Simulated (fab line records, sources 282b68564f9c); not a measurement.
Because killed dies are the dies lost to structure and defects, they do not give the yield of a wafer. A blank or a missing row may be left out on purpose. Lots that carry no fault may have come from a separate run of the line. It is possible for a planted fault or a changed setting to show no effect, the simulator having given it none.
fab line records :: flow rit-cmos
[record]
  lots = 7
  wafers = 21
  last-day = 7
route steps=202 shown NWELL@30 PWELL@39 M1@202
lots untouched by any fault: they come from a run of this same line in which no faults occurred
start-h: hours from the record's opening day to when the first of the lot's shown wafers began :: wait-h: hours from the lot's prior step to this one :: " as in the row above :: L1.1+2: a single row standing in for several wafers :: - no value, or no start given :: * or withheld: withheld :: < > ~ a bound
route shown NAME@n: a module of which the file shows steps, and the number in the route of the first :: usual: average and standard deviation across the fault-free wafers :: same: alike in all rows :: chamber/n: place in a boat :: sites: the reading at each site :: _std_site: the values' standard deviation :: _edge_site: the outer-site mean with the inner-site mean subtracted :: radius-mm: how far each site lies from the wafer's centre :: mask NAME#n: copy n :: behind: the tool/chamber that last shaped the wafer :: hold: the reason the lot was held/the length of the hold in hours/how it ended :: device: the transistor (n, p or np) that didn't switch :: end of line: tests of these same wafers at the route's end :: where a step has no rows: the recipe by itself :: killed: dies that structure and defects cost at the first sort, which is not the same as the wafer's yield :: map: a wafer's dies, x killed, . not, _ none there
set.NAME: the setting that was run; set.NAME@STEP: the one run at that earlier step :: model.NAME: the simulator's own value behind a step, which no gauge read
a table for each step, a row for each wafer; lots at some steps of the route
services: the hour from which a tool's chamber was out of use, counted from the record's first day as start-h (under 0 if before that day), plus the number of hours and why
[[steps]]
[step RIT_NWELL_SOFTBAKE_02]
[recipe]
  resist = NOVOLAK
  temp-c = 90
  time-s = 60
[step RIT_NWELL_EXPOSE_03]
[recipe]
  mask-id = M2
  na = 0.57
  target-cd-nm = 43900
  dose-mj = 250
[step RIT_NWELL_PEB_04]
[recipe]
  resist = NOVOLAK
  temp-c = withheld
  time-s = withheld
[step RIT_NWELL_DEVELOP_05]
[recipe]
  resist = NOVOLAK
  develop-time-s = 68
  dev-temp-c = 23
[step RIT_NWELL_OVL_MEAS_06]
[usual]
  NWELL_OVL = -0.5/1.3
lot.wafer: L430.2
tool: overlay-02
chamber: -
start-h: 61.18
wait-h: -
NWELL_OVL[nm]: 0.7

lot.wafer: L430.3
tool: overlay-02
chamber: -
start-h: 61.18
wait-h: -
NWELL_OVL[nm]: -1.4

lot.wafer: L430.5
tool: overlay-02
chamber: -
start-h: 61.18
wait-h: -
NWELL_OVL[nm]: -1.0

lot.wafer: L432.1
tool: overlay-02
chamber: -
start-h: 72.97
wait-h: -
NWELL_OVL[nm]: 0.2

lot.wafer: L432.3
tool: overlay-02
chamber: -
start-h: 72.97
wait-h: -
NWELL_OVL[nm]: -0.9

lot.wafer: L432.5
tool: overlay-02
chamber: -
start-h: 72.97
wait-h: -
NWELL_OVL[nm]: -1.9

lot.wafer: L435.3
tool: overlay-02
chamber: -
start-h: 87.69
wait-h: -
NWELL_OVL[nm]: -1.9

lot.wafer: L435.5
tool: overlay-02
chamber: -
start-h: 87.69
wait-h: -
NWELL_OVL[nm]: -1.2

lot.wafer: L435.6
tool: overlay-02
chamber: -
start-h: 87.69
wait-h: -
NWELL_OVL[nm]: -1.8

lot.wafer: L436.4
tool: overlay-02
chamber: -
start-h: 92.10
wait-h: -
NWELL_OVL[nm]: -2.3

lot.wafer: L436.5
tool: overlay-02
chamber: -
start-h: 92.10
wait-h: -
NWELL_OVL[nm]: -2.6

lot.wafer: L436.6
tool: overlay-02
chamber: -
start-h: 92.10
wait-h: -
NWELL_OVL[nm]: -3.1

lot.wafer: L437.1
tool: overlay-02
chamber: -
start-h: 99.13
wait-h: -
NWELL_OVL[nm]: 2.5

lot.wafer: L437.3
tool: overlay-02
chamber: -
start-h: 99.13
wait-h: -
NWELL_OVL[nm]: 0.9

lot.wafer: L437.4
tool: overlay-02
chamber: -
start-h: 99.13
wait-h: -
NWELL_OVL[nm]: 2.2

lot.wafer: L443.1
tool: overlay-01
chamber: -
start-h: 125.93
wait-h: -
NWELL_OVL[nm]: -1.9

lot.wafer: L443.5
tool: overlay-01
chamber: -
start-h: 125.93
wait-h: -
NWELL_OVL[nm]: -1.9

lot.wafer: L443.6
tool: overlay-01
chamber: -
start-h: 125.93
wait-h: -
NWELL_OVL[nm]: -1.5

lot.wafer: L444.1
tool: overlay-01
chamber: -
start-h: 133.13
wait-h: -
NWELL_OVL[nm]: -1.2

lot.wafer: L444.3
tool: overlay-01
chamber: -
start-h: 133.13
wait-h: -
NWELL_OVL[nm]: -2.5

lot.wafer: L444.4
tool: overlay-01
chamber: -
start-h: 133.13
wait-h: -
NWELL_OVL[nm]: -0.2
[step RIT_NWELL_HARDBAKE_07]
[recipe]
  resist = NOVOLAK
  temp-c = 139.2
  time-s = 120
[step RIT_NWELL_IMPLANT_08]
[recipe]
  species = P
  energy-kev = 170
  dose-cm2 = 5e+13
  tilt-deg = 7
[step RIT_NWELL_STRIP_09]
[recipe]
  chemistry = O2
  time-s = 180
  resist = NOVOLAK
  platen-temp-c = withheld
  power-w = 500
  pressure-mtorr = 4000
  o2-flow-sccm = 4000
[usual]
  drypump-motor-current-A = 5.5/0.41
lot.wafer: L430.2
tool: plasma-asher-04
chamber: 1
start-h: 61.61
wait-h: 0.1
drypump-motor-current-A: 5.2
rf-hours-counter-h: 28

lot.wafer: L430.3
tool: plasma-asher-04
chamber: 0
start-h: 61.61
wait-h: 0.1
drypump-motor-current-A: 5.8
rf-hours-counter-h: -

lot.wafer: L430.5
tool: plasma-asher-04
chamber: 0
start-h: 61.61
wait-h: 0.1
drypump-motor-current-A: 5.8
rf-hours-counter-h: -

lot.wafer: L432.1
tool: plasma-asher-04
chamber: 1
start-h: 73.40
wait-h: 0.1
drypump-motor-current-A: 5.2
rf-hours-counter-h: 30

lot.wafer: L432.3
tool: plasma-asher-04
chamber: 1
start-h: 73.40
wait-h: 0.1
drypump-motor-current-A: 5.2
rf-hours-counter-h: -

lot.wafer: L432.5
tool: plasma-asher-04
chamber: 1
start-h: 73.40
wait-h: 0.1
drypump-motor-current-A: 5.2
rf-hours-counter-h: -

lot.wafer: L435.3
tool: plasma-asher-01
chamber: 0
start-h: 88.18
wait-h: 0.1
drypump-motor-current-A: 4.9
rf-hours-counter-h: -

lot.wafer: L435.5
tool: plasma-asher-01
chamber: 1
start-h: 88.18
wait-h: 0.1
drypump-motor-current-A: 5.4
rf-hours-counter-h: -

lot.wafer: L435.6
tool: plasma-asher-01
chamber: 0
start-h: 88.18
wait-h: 0.1
drypump-motor-current-A: 4.9
rf-hours-counter-h: -

lot.wafer: L436.4
tool: plasma-asher-04
chamber: 1
start-h: 92.58
wait-h: 0.1
drypump-motor-current-A: 5.2
rf-hours-counter-h: -

lot.wafer: L436.5
tool: plasma-asher-04
chamber: 0
start-h: 92.58
wait-h: 0.1
drypump-motor-current-A: 5.7
rf-hours-counter-h: -

lot.wafer: L436.6
tool: plasma-asher-04
chamber: 1
start-h: 92.58
wait-h: 0.1
drypump-motor-current-A: 5.3
rf-hours-counter-h: -

lot.wafer: L437.1
tool: plasma-asher-02
chamber: 0
start-h: 99.57
wait-h: 0.1
drypump-motor-current-A: 5.3
rf-hours-counter-h: 44

lot.wafer: L437.3
tool: plasma-asher-02
chamber: 1
start-h: 99.57
wait-h: 0.1
drypump-motor-current-A: 6.2
rf-hours-counter-h: -

lot.wafer: L437.4
tool: plasma-asher-02
chamber: 0
start-h: 99.57
wait-h: 0.1
drypump-motor-current-A: 5.3
rf-hours-counter-h: -

lot.wafer: L443.1
tool: plasma-asher-02
chamber: 1
start-h: 126.37
wait-h: 0.1
drypump-motor-current-A: 6.2
rf-hours-counter-h: 1

lot.wafer: L443.5
tool: plasma-asher-02
chamber: 1
start-h: 126.37
wait-h: 0.1
drypump-motor-current-A: 6.1
rf-hours-counter-h: -

lot.wafer: L443.6
tool: plasma-asher-02
chamber: 0
start-h: 126.37
wait-h: 0.1
drypump-motor-current-A: 5.3
rf-hours-counter-h: -

lot.wafer: L444.1
tool: plasma-asher-01
chamber: 1
start-h: 133.56
wait-h: 0.1
drypump-motor-current-A: 5.4
rf-hours-counter-h: 49

lot.wafer: L444.3
tool: plasma-asher-01
chamber: 1
start-h: 133.56
wait-h: 0.1
drypump-motor-current-A: 5.4
rf-hours-counter-h: -

lot.wafer: L444.4
tool: plasma-asher-01
chamber: 0
start-h: 133.56
wait-h: 0.1
drypump-motor-current-A: 4.9
rf-hours-counter-h: -
[step RIT_NWELL_TW_MEAS_10]
[usual]
  NWELL_TW = 2150/25
lot.wafer: L430.2
tool: film-metro-03
chamber: -
start-h: 61.80
wait-h: 0.1
NWELL_TW: 2167

lot.wafer: L430.3
tool: film-metro-03
chamber: -
start-h: 61.80
wait-h: 0.1
NWELL_TW: 2173

lot.wafer: L430.5
tool: film-metro-03
chamber: -
start-h: 61.80
wait-h: 0.1
NWELL_TW: 2172

lot.wafer: L432.1
tool: film-metro-02
chamber: -
start-h: 73.58
wait-h: 0.1
NWELL_TW: 2122

lot.wafer: L432.3
tool: film-metro-02
chamber: -
start-h: 73.58
wait-h: 0.1
NWELL_TW: 2115

lot.wafer: L432.5
tool: film-metro-02
chamber: -
start-h: 73.58
wait-h: 0.1
NWELL_TW: 2123

lot.wafer: L435.3
tool: film-metro-02
chamber: -
start-h: 88.31
wait-h: 0.1
NWELL_TW: 2115

lot.wafer: L435.5
tool: film-metro-02
chamber: -
start-h: 88.31
wait-h: 0.1
NWELL_TW: 2112

lot.wafer: L435.6
tool: film-metro-02
chamber: -
start-h: 88.31
wait-h: 0.1
NWELL_TW: 2112

lot.wafer: L436.4
tool: film-metro-02
chamber: -
start-h: 92.73
wait-h: 0.1
NWELL_TW: 2121

lot.wafer: L436.5
tool: film-metro-02
chamber: -
start-h: 92.73
wait-h: 0.1
NWELL_TW: 2103

lot.wafer: L436.6
tool: film-metro-02
chamber: -
start-h: 92.73
wait-h: 0.1
NWELL_TW: 2106

lot.wafer: L437.1
tool: film-metro-01
chamber: -
start-h: 99.74
wait-h: 0.1
NWELL_TW: 2163

lot.wafer: L437.3
tool: film-metro-01
chamber: -
start-h: 99.74
wait-h: 0.1
NWELL_TW: 2162

lot.wafer: L437.4
tool: film-metro-01
chamber: -
start-h: 99.74
wait-h: 0.1
NWELL_TW: 2162

lot.wafer: L443.1
tool: film-metro-02
chamber: -
start-h: 126.54
wait-h: 0.1
NWELL_TW: 2112

lot.wafer: L443.5
tool: film-metro-02
chamber: -
start-h: 126.54
wait-h: 0.1
NWELL_TW: 2108

lot.wafer: L443.6
tool: film-metro-02
chamber: -
start-h: 126.54
wait-h: 0.1
NWELL_TW: 2124

lot.wafer: L444.1
tool: film-metro-02
chamber: -
start-h: 133.74
wait-h: 0.1
NWELL_TW: 2116

lot.wafer: L444.3
tool: film-metro-02
chamber: -
start-h: 133.74
wait-h: 0.1
NWELL_TW: 2118

lot.wafer: L444.4
tool: film-metro-02
chamber: -
start-h: 133.74
wait-h: 0.1
NWELL_TW: 2107
[step RIT_PWELL_HMDS_00]
[recipe]
  prime-time-s = 60
  prime-temp-c = 140
[step RIT_PWELL_COAT_01]
[recipe]
  resist = NOVOLAK
  spin-rpm = 2000
  resist-thk-nm = 1300
[step RIT_PWELL_SOFTBAKE_02]
[recipe]
  resist = NOVOLAK
  temp-c = 90
  time-s = 60
[step RIT_PWELL_EXPOSE_03]
[recipe]
  mask-id = M3
  na = 0.57
  target-cd-nm = 43700
  dose-mj = 250
lot.wafer: L430.2+3+5
tool: iline-stepper-01
chamber: 0
start-h: 62.45
wait-h: 0.2
mask: M3#0
model.PWELL.overlay-x-nm: 0.2283

lot.wafer: L432.1+3+5
tool: iline-stepper-02
chamber: 0
start-h: 74.21
wait-h: 0.2
mask: M3#0
model.PWELL.overlay-x-nm: 0.3522

lot.wafer: L435.3+5+6
tool: iline-stepper-02
chamber: 0
start-h: 88.84
wait-h: 0.1
mask: M3#0
model.PWELL.overlay-x-nm: 360.6

lot.wafer: L436.4+5+6
tool: iline-stepper-02
chamber: 0
start-h: 93.27
wait-h: 0.1
mask: M3#0
model.PWELL.overlay-x-nm: 359

lot.wafer: L437.1+3+4
tool: iline-stepper-02
chamber: 0
start-h: 100.25
wait-h: 0.1
mask: M3#0
model.PWELL.overlay-x-nm: 360.4

lot.wafer: L443.1+5+6
tool: iline-stepper-01
chamber: 0
start-h: 127.05
wait-h: 0.1
mask: M3#0
model.PWELL.overlay-x-nm: -0.4073

lot.wafer: L444.1+3+4
tool: iline-stepper-01
chamber: 0
start-h: 134.25
wait-h: 0.1
mask: M3#0
model.PWELL.overlay-x-nm: -0.4115
[step RIT_PWELL_PEB_04]
[recipe]
  resist = NOVOLAK
  temp-c = withheld
  time-s = withheld
[step RIT_PWELL_DEVELOP_05]
[recipe]
  resist = NOVOLAK
  develop-time-s = 68
  dev-temp-c = 23
[step RIT_PWELL_OVL_MEAS_06]
[usual]
  PWELL_OVL = -0.1/1.3
lot.wafer: L430.2
tool: overlay-01
chamber: -
start-h: 62.94
wait-h: -
PWELL_OVL[nm]: -0.2

lot.wafer: L430.3
tool: overlay-01
chamber: -
start-h: 62.94
wait-h: -
PWELL_OVL[nm]: 0.9

lot.wafer: L430.5
tool: overlay-01
chamber: -
start-h: 62.94
wait-h: -
PWELL_OVL[nm]: -1.8

lot.wafer: L432.1
tool: overlay-01
chamber: -
start-h: 74.64
wait-h: -
PWELL_OVL[nm]: -2.5

lot.wafer: L432.3
tool: overlay-01
chamber: -
start-h: 74.64
wait-h: -
PWELL_OVL[nm]: -1.1

lot.wafer: L432.5
tool: overlay-01
chamber: -
start-h: 74.64
wait-h: -
PWELL_OVL[nm]: -1.4

lot.wafer: L435.3
tool: overlay-02
chamber: -
start-h: 89.24
wait-h: -
PWELL_OVL[nm]: 359.6

lot.wafer: L435.5
tool: overlay-02
chamber: -
start-h: 89.24
wait-h: -
PWELL_OVL[nm]: 360.6

lot.wafer: L435.6
tool: overlay-02
chamber: -
start-h: 89.24
wait-h: -
PWELL_OVL[nm]: 359.7

lot.wafer: L436.4
tool: overlay-02
chamber: -
start-h: 93.66
wait-h: -
PWELL_OVL[nm]: 359.4

lot.wafer: L436.5
tool: overlay-02
chamber: -
start-h: 93.66
wait-h: -
PWELL_OVL[nm]: 358.5

lot.wafer: L436.6
tool: overlay-02
chamber: -
start-h: 93.66
wait-h: -
PWELL_OVL[nm]: 361.0

lot.wafer: L437.1
tool: overlay-01
chamber: -
start-h: 100.68
wait-h: -
PWELL_OVL[nm]: 360.9

lot.wafer: L437.3
tool: overlay-01
chamber: -
start-h: 100.68
wait-h: -
PWELL_OVL[nm]: 362.6

lot.wafer: L437.4
tool: overlay-01
chamber: -
start-h: 100.68
wait-h: -
PWELL_OVL[nm]: 360.6

lot.wafer: L443.1
tool: overlay-01
chamber: -
start-h: 127.48
wait-h: -
PWELL_OVL[nm]: -1.4

lot.wafer: L443.5
tool: overlay-01
chamber: -
start-h: 127.48
wait-h: -
PWELL_OVL[nm]: -0.2

lot.wafer: L443.6
tool: overlay-01
chamber: -
start-h: 127.48
wait-h: -
PWELL_OVL[nm]: -2.9

lot.wafer: L444.1
tool: overlay-01
chamber: -
start-h: 134.68
wait-h: -
PWELL_OVL[nm]: -1.4

lot.wafer: L444.3
tool: overlay-01
chamber: -
start-h: 134.68
wait-h: -
PWELL_OVL[nm]: -1.9

lot.wafer: L444.4
tool: overlay-01
chamber: -
start-h: 134.68
wait-h: -
PWELL_OVL[nm]: -2.5
[step RIT_PWELL_HARDBAKE_07]
[recipe]
  resist = NOVOLAK
  temp-c = 140
  time-s = 120
[step RIT_M1_PROBE_99]
[usual]
  killed-at-contacts = 0.1/0.27
  killed-at-front-end = 7/3.3
  killed-dies = 7/3.3
  killed-open = 3.5/2
  killed-short = 3.8/2.2
[same]
  gross-dies = 264
  killed_at_M0_to_M3 = 0
  killed_at_M4_up = 0
  killed-at-back-side = 0
  killed-at-other = 0
lot.wafer: L430.2
tool: prober-02
chamber: -
start-h: 99.97
wait-h: 0.1
killed-at-contacts: 0
killed-at-front-end: 11
killed-dies: 11
killed-open: 1
killed-short: 10
model.etest.well-edge-left.line-ohm-um: 180.8
model.etest.well-edge-right.line-ohm-um: 182.6
model.etest.iso-nwell-nwell.bv-v: 22.15
model.etest.iso-nplus-nwell.lateral-log10-a-um: -9.431

lot.wafer: L430.3
tool: prober-02
chamber: -
start-h: 100.02
wait-h: 0.2
killed-at-contacts: 0
killed-at-front-end: 12
killed-dies: 12
killed-open: 7
killed-short: 5
model.etest.well-edge-left.line-ohm-um: 183.5
model.etest.well-edge-right.line-ohm-um: 185
model.etest.iso-nwell-nwell.bv-v: 21.78
model.etest.iso-nplus-nwell.lateral-log10-a-um: -9.456

lot.wafer: L430.5
tool: prober-02
chamber: -
start-h: 100.12
wait-h: 0.2
killed-at-contacts: 0
killed-at-front-end: 7
killed-dies: 7
killed-open: 2
killed-short: 5
model.etest.well-edge-left.line-ohm-um: 181.5
model.etest.well-edge-right.line-ohm-um: 181.1
model.etest.iso-nwell-nwell.bv-v: 21.32
model.etest.iso-nplus-nwell.lateral-log10-a-um: -9.436

lot.wafer: L432.1
tool: prober-02
chamber: -
start-h: 112.26
wait-h: 0.1
killed-at-contacts: 1
killed-at-front-end: 12
killed-dies: 13
killed-open: 8
killed-short: 5
model.etest.well-edge-left.line-ohm-um: 178.9
model.etest.well-edge-right.line-ohm-um: 178.8
model.etest.iso-nwell-nwell.bv-v: 21.78
model.etest.iso-nplus-nwell.lateral-log10-a-um: -9.408

lot.wafer: L432.3
tool: prober-02
chamber: -
start-h: 112.36
wait-h: 0.2
killed-at-contacts: 1
killed-at-front-end: 9
killed-dies: 10
killed-open: 3
killed-short: 7
model.etest.well-edge-left.line-ohm-um: 179.8
model.etest.well-edge-right.line-ohm-um: 181
model.etest.iso-nwell-nwell.bv-v: 21.16
model.etest.iso-nplus-nwell.lateral-log10-a-um: -9.456

lot.wafer: L432.5
tool: prober-02
chamber: -
start-h: 112.46
wait-h: 0.2
killed-at-contacts: 1
killed-at-front-end: 10
killed-dies: 11
killed-open: 8
killed-short: 3
model.etest.well-edge-left.line-ohm-um: 181.4
model.etest.well-edge-right.line-ohm-um: 179.1
model.etest.iso-nwell-nwell.bv-v: 21.52
model.etest.iso-nplus-nwell.lateral-log10-a-um: -9.475

lot.wafer: L435.3
tool: prober-01
chamber: -
start-h: 127.17
wait-h: 0.2
killed-at-contacts: 0
killed-at-front-end: 3
killed-dies: 3
killed-open: 2
killed-short: 1
model.etest.well-edge-left.line-ohm-um: 216.5
model.etest.well-edge-right.line-ohm-um: 162.9
model.etest.iso-nwell-nwell.bv-v: 19.89
model.etest.iso-nplus-nwell.lateral-log10-a-um: -9.45

lot.wafer: L435.5
tool: prober-01
chamber: -
start-h: 127.27
wait-h: 0.2
killed-at-contacts: 0
killed-at-front-end: 4
killed-dies: 4
killed-open: 3
killed-short: 1
model.etest.well-edge-left.line-ohm-um: 216.5
model.etest.well-edge-right.line-ohm-um: 162.1
model.etest.iso-nwell-nwell.bv-v: 19.66
model.etest.iso-nplus-nwell.lateral-log10-a-um: -9.509

lot.wafer: L435.6
tool: prober-01
chamber: -
start-h: 127.32
wait-h: 0.2
killed-at-contacts: 0
killed-at-front-end: 10
killed-dies: 10
killed-open: 4
killed-short: 6
model.etest.well-edge-left.line-ohm-um: 217
model.etest.well-edge-right.line-ohm-um: 162.8
model.etest.iso-nwell-nwell.bv-v: 19.89
model.etest.iso-nplus-nwell.lateral-log10-a-um: -9.473

lot.wafer: L436.4
tool: prober-02
chamber: -
start-h: 132.44
wait-h: 0.2
killed-at-contacts: 0
killed-at-front-end: 10
killed-dies: 10
killed-open: 4
killed-short: 6
model.etest.well-edge-left.line-ohm-um: 217.2
model.etest.well-edge-right.line-ohm-um: 162.6
model.etest.iso-nwell-nwell.bv-v: 19.91
model.etest.iso-nplus-nwell.lateral-log10-a-um: -9.492

lot.wafer: L436.5
tool: prober-02
chamber: -
start-h: 132.49
wait-h: 0.2
killed-at-contacts: 0
killed-at-front-end: 6
killed-dies: 6
killed-open: 3
killed-short: 3
model.etest.well-edge-left.line-ohm-um: 217.2
model.etest.well-edge-right.line-ohm-um: 164.2
model.etest.iso-nwell-nwell.bv-v: 19.91
model.etest.iso-nplus-nwell.lateral-log10-a-um: -9.545

lot.wafer: L436.6
tool: prober-02
chamber: -
start-h: 132.54
wait-h: 0.2
killed-at-contacts: 0
killed-at-front-end: 7
killed-dies: 7
killed-open: 4
killed-short: 3
model.etest.well-edge-left.line-ohm-um: 218.3
model.etest.well-edge-right.line-ohm-um: 162.9
model.etest.iso-nwell-nwell.bv-v: 20.01
model.etest.iso-nplus-nwell.lateral-log10-a-um: -9.427

lot.wafer: L437.1
tool: prober-01
chamber: -
start-h: 138.08
wait-h: 0.1
killed-at-contacts: 0
killed-at-front-end: 20
killed-dies: 20
killed-open: 14
killed-short: 6
model.etest.well-edge-left.line-ohm-um: 218.1
model.etest.well-edge-right.line-ohm-um: 164.9
model.etest.iso-nwell-nwell.bv-v: 19.91
model.etest.iso-nplus-nwell.lateral-log10-a-um: -9.468

lot.wafer: L437.3
tool: prober-01
chamber: -
start-h: 138.18
wait-h: 0.2
killed-at-contacts: 0
killed-at-front-end: 20
killed-dies: 20
killed-open: 10
killed-short: 10
model.etest.well-edge-left.line-ohm-um: 219.4
model.etest.well-edge-right.line-ohm-um: 162.1
model.etest.iso-nwell-nwell.bv-v: 19.74
model.etest.iso-nplus-nwell.lateral-log10-a-um: -9.451

lot.wafer: L437.4
tool: prober-01
chamber: -
start-h: 138.23
wait-h: 0.2
killed-at-contacts: 0
killed-at-front-end: 15
killed-dies: 15
killed-open: 7
killed-short: 8
model.etest.well-edge-left.line-ohm-um: 220
model.etest.well-edge-right.line-ohm-um: 161.8
model.etest.iso-nwell-nwell.bv-v: 20.11
model.etest.iso-nplus-nwell.lateral-log10-a-um: -9.515

lot.wafer: L443.1
tool: prober-01
chamber: -
start-h: 164.17
wait-h: 0.1
killed-at-contacts: 0
killed-at-front-end: 7
killed-dies: 7
killed-open: 2
killed-short: 5
model.etest.well-edge-left.line-ohm-um: 182.8
model.etest.well-edge-right.line-ohm-um: 182.6
model.etest.iso-nwell-nwell.bv-v: 21.92
model.etest.iso-nplus-nwell.lateral-log10-a-um: -9.483

lot.wafer: L443.5
tool: prober-01
chamber: -
start-h: 164.37
wait-h: 0.2
killed-at-contacts: 0
killed-at-front-end: 10
killed-dies: 10
killed-open: 4
killed-short: 6
model.etest.well-edge-left.line-ohm-um: 183.4
model.etest.well-edge-right.line-ohm-um: 182.1
model.etest.iso-nwell-nwell.bv-v: 21.56
model.etest.iso-nplus-nwell.lateral-log10-a-um: -9.503

lot.wafer: L443.6
tool: prober-01
chamber: -
start-h: 164.42
wait-h: 0.2
killed-at-contacts: 0
killed-at-front-end: 9
killed-dies: 9
killed-open: 4
killed-short: 5
model.etest.well-edge-left.line-ohm-um: 182.2
model.etest.well-edge-right.line-ohm-um: 179.4
model.etest.iso-nwell-nwell.bv-v: 21.86
model.etest.iso-nplus-nwell.lateral-log10-a-um: -9.427

lot.wafer: L444.1
tool: prober-02
chamber: -
start-h: 173.35
wait-h: 0.1
killed-at-contacts: 0
killed-at-front-end: 7
killed-dies: 7
killed-open: 3
killed-short: 4
model.etest.well-edge-left.line-ohm-um: 181.9
model.etest.well-edge-right.line-ohm-um: 184
model.etest.iso-nwell-nwell.bv-v: 21.92
model.etest.iso-nplus-nwell.lateral-log10-a-um: -9.479

lot.wafer: L444.3
tool: prober-02
chamber: -
start-h: 173.45
wait-h: 0.2
killed-at-contacts: 0
killed-at-front-end: 9
killed-dies: 9
killed-open: 4
killed-short: 5
model.etest.well-edge-left.line-ohm-um: 182
model.etest.well-edge-right.line-ohm-um: 182.7
model.etest.iso-nwell-nwell.bv-v: 21.51
model.etest.iso-nplus-nwell.lateral-log10-a-um: -9.349

lot.wafer: L444.4
tool: prober-02
chamber: -
start-h: 173.50
wait-h: 0.2
killed-at-contacts: 0
killed-at-front-end: 8
killed-dies: 8
killed-open: 2
killed-short: 6
model.etest.well-edge-left.line-ohm-um: 182.8
model.etest.well-edge-right.line-ohm-um: 182.2
model.etest.iso-nwell-nwell.bv-v: 21.27
model.etest.iso-nplus-nwell.lateral-log10-a-um: -9.447
// killed by level:class
L430.2 GATE:geometric-particle:short=8 SPACER:geometric-particle:short=1 SPACER:geometric-particle:open=1 SILICIDE:geometric-particle:short=1
L430.3 GATE:geometric-particle:short=4 GATE:geometric-particle:open=3 FOX1:geometric-particle:open=1 REOX:geometric-particle:open=1 SPACER:geometric-particle:open=1 SPACER:geometric-particle:short=1 SILICIDE:geometric-particle:open=1
L430.5 GATE:geometric-particle:short=4 FOX1:geometric-particle:open=1 GATE:geometric-particle:open=1 SPACER:geometric-particle:short=1
L432.1 GATE:geometric-particle:open=3 SPACER:geometric-particle:short=3 SPACER:geometric-particle:open=2 FOX1:geometric-particle:open=1 FOX1:geometric-particle:short=1 FOX2:geometric-particle:open=1 GATE:geometric-particle:short=1 CONTACT:geometric-particle:open=1
L432.3 SPACER:geometric-particle:short=3 GATE:geometric-particle:open=2 REOX:geometric-particle:short=2 FOX2:geometric-particle:open=1 GATE:geometric-particle:short=1 CONTACT:geometric-particle:short=1
L432.5 GATE:geometric-particle:open=3 FOX1:geometric-particle:short=2 FOX2:geometric-particle:open=2 FOX1:geometric-particle:open=1 GATE:geometric-particle:short=1 SILICIDE:geometric-particle:open=1 CONTACT:geometric-particle:open=1
L435.3 GATE:geometric-particle:open=1 GATE:geometric-particle:short=1 SPACER:geometric-particle:open=1
L435.5 GATE:geometric-particle:open=2 SPACER:geometric-particle:open=1 SILICIDE:geometric-particle:short=1
L435.6 SILICIDE:geometric-particle:short=3 FOX1:geometric-particle:short=2 GATE:geometric-particle:open=2 FOX2:geometric-particle:open=1 GATE:geometric-particle:short=1 SILICIDE:geometric-particle:open=1
L436.4 FOX2:geometric-particle:short=3 FOX1:geometric-particle:open=2 FOX1:geometric-particle:short=1 FOX2:geometric-particle:open=1 GATE:geometric-particle:short=1 SPACER:geometric-particle:short=1 SILICIDE:geometric-particle:open=1
L436.5 FOX1:geometric-particle:short=3 REOX:geometric-particle:open=2 SILICIDE:geometric-particle:open=1
L436.6 SILICIDE:geometric-particle:open=2 FOX2:geometric-particle:short=1 FOX2:geometric-particle:open=1 GATE:geometric-particle:short=1 REOX:geometric-particle:short=1 SPACER:geometric-particle:open=1
L437.1 SPACER:geometric-particle:open=6 GATE:geometric-particle:open=5 GATE:geometric-particle:short=3 SPACER:geometric-particle:short=3 FOX1:geometric-particle:open=1 FOX2:geometric-particle:open=1 SILICIDE:geometric-particle:open=1
L437.3 SPACER:geometric-particle:short=7 FOX1:geometric-particle:open=3 SPACER:geometric-particle:open=3 SILICIDE:geometric-particle:open=2 FOX1:geometric-particle:short=1 GATE:geometric-particle:short=1 GATE:geometric-particle:open=1 REOX:geometric-particle:open=1
L437.4 GATE:geometric-particle:open=4 GATE:geometric-particle:short=3 FOX1:geometric-particle:short=2 REOX:geometric-particle:short=2 FOX1:geometric-particle:open=1 SPACER:geometric-particle:open=1 SILICIDE:geometric-particle:short=1 SILICIDE:geometric-particle:open=1
L443.1 GATE:geometric-particle:short=3 GATE:geometric-particle:open=2 ACTIVE:geometric-particle:short=1 FOX1:geometric-particle:short=1
L443.5 REOX:geometric-particle:short=3 ACTIVE:geometric-particle:open=1 FOX1:geometric-particle:short=1 GATE:geometric-particle:short=1 REOX:geometric-particle:open=1 SPACER:geometric-particle:open=1 SILICIDE:geometric-particle:open=1 SILICIDE:geometric-particle:short=1
L443.6 GATE:geometric-particle:open=2 SPACER:geometric-particle:short=2 SPACER:geometric-particle:open=2 FOX1:geometric-particle:short=1 GATE:geometric-particle:short=1 REOX:geometric-particle:short=1
L444.1 SPACER:geometric-particle:short=2 FOX2:geometric-particle:open=1 GATE:geometric-particle:open=1 GATE:geometric-particle:short=1 REOX:geometric-particle:open=1 SILICIDE:geometric-particle:short=1
L444.3 FOX1:geometric-particle:open=3 GATE:geometric-particle:short=3 FOX1:geometric-particle:short=1 SILICIDE:geometric-particle:open=1 SILICIDE:geometric-particle:short=1
L444.4 SPACER:geometric-particle:open=2 SPACER:geometric-particle:short=2 SILICIDE:geometric-particle:short=2 FOX1:geometric-particle:short=1 GATE:geometric-particle:short=1
[[services]]
tool: iline-stepper-01
chamber: -
start-h: 49.53
hours: 1.7
kind: pm

tool: iline-stepper-01
chamber: -
start-h: 71.82
hours: 3.2
kind: repair

tool: iline-stepper-01
chamber: -
start-h: 94.47
hours: 6.9
kind: repair

tool: plasma-asher-02
chamber: -
start-h: 108.75
hours: 9.0
kind: pm

tool: plasma-asher-02
chamber: 0
start-h: 108.75
hours: 9.0
kind: vent-cycle

tool: plasma-asher-02
chamber: 1
start-h: 108.75
hours: 9.0
kind: vent-cycle

tool: plasma-asher-02
chamber: 0
start-h: 117.75
hours: -
kind: clean

tool: plasma-asher-02
chamber: 1
start-h: 117.75
hours: -
kind: clean
[[key]]
[first-sign]
  step = RIT_PWELL_OVL_MEAS_06
  reading = PWELL_OVL
  direction = up
  sigmas = 99+
  usual = -0.1
  struck = 360.3
effect none on later readings
[model-effect]
  step = RIT_PWELL_EXPOSE_03
  value = PWELL.overlay-x-nm
  without = 0.02062
  struck = 360
[model-effect]
  step = RIT_M1_PROBE_99
  value = etest.well-edge-left.line-ohm-um
  without = 182.9
  struck = 217.8
met-at RIT_PWELL_EXPOSE_03
struck-wafers L435.3,L435.5,L435.6,L436.4,L436.5,L436.6,L437.1,L437.3,L437.4
tester-left-out L435,L436,L437
onset-between 74.21 88.84
[fault]
  kind = scanner-matching-overlay
  tool = iline-stepper-02
  chamber = -
  onset-h = 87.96
  steps = RIT_PWELL_EXPOSE_03
  offset = 360
// tester-left-out: of these lots the tester's yield and bins aren't shown, on N5 and GAA mostly nor the transistor test; their killed dies are dies lost to structure and defects alone, not to doping, threshold or leakage, so they don't give the yield
